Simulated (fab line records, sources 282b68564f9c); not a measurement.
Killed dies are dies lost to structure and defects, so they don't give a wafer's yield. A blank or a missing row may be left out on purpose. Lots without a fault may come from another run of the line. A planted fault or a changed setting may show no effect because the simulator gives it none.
Which tool did it? | flow rit_cmos | 7 lots, 21 wafers sampled, at 2 steps of a route of 202

WHAT THE GAUGES READ, wafer by wafer
RIT_ACTIVE_CD_MEAS_11: target cd 1400 nm.
lot  | measured    | on        | cd_nm (nm)
L935 | day 1 22:41 | cd_sem-02 | 1397.3 1398.5 1398.9
L937 | day 2 07:33 | cd_sem-02 | 1398.5 1398.5 1397.0
L939 | day 2 16:56 | cd_sem-02 | 1398.6 1399.7 1399.6
L941 | day 3 04:04 | cd_sem-02 | 1396.9 1396.2 1396.6
L946 | day 4 03:58 | cd_sem-02 | 1459.8 1462.8 1460.1
L952 | day 5 09:26 | cd_sem-01 | 1398.9 1399.0 1398.2
L956 | day 6 05:10 | cd_sem-02 | 1397.5 1398.7 1397.9

WHICH TOOL RAN EACH LOT (tool, then ch and the chambers of the sampled wafers, then the start)
lot  | RIT_ACTIVE_EXPOSE_08
L935 | iline_stepper-01 ch 0, day 1 22:17
L937 | iline_stepper-02 ch 0, day 2 07:09
L939 | iline_stepper-02 ch 0, day 2 16:28
L941 | iline_stepper-01 ch 0, day 3 03:40
L946 | iline_stepper-02 ch 0, day 4 03:34
L952 | iline_stepper-01 ch 0, day 5 09:02
L956 | iline_stepper-01 ch 0, day 6 04:46
- RIT_ACTIVE_EXPOSE_08: exposes mask M1, target cd 1400 nm.

THE ANSWER, worked out from the rows above alone
Rule: what is usual is taken from the lots themselves. Put in order of their means at a reading, lots are off if they are a third of the lots or fewer, leave a main group of 4 or more, and stand apart from it by a gap of 3 or more times the standard deviation of the main group's means; of several such gaps the widest counts. A main group whose means are all the same, to the digits that the tables above print for the reading, isn't used. A lot without any number at a reading at which 4 lots or more have one is off too. The other lots that the step has rows for count as sound.
Off: L946, at RIT_ACTIVE_CD_MEAS_11 (cd_nm). The main group: mean 1398.1 nm, standard deviation 0.83.
A tool fits if, at a process step before that reading, it ran every lot that is off, and no sound lot after the first of them. The gauges at RIT_ACTIVE_CD_MEAS_11 are tried like those tools. One fits: iline_stepper-02 at RIT_ACTIVE_EXPOSE_08. Its last sound lot is L939 (day 2 16:28), its first lot that is off L946 (day 4 03:34): a fault that began between those two fits.

WHAT THE SIMULATOR HAD PUT IN
Process parameter drift: iline_stepper-02, from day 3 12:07 on, at RIT_ACTIVE_EXPOSE_08. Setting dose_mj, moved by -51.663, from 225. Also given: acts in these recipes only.
Lots struck among those shown: L946. The rule above found the same.
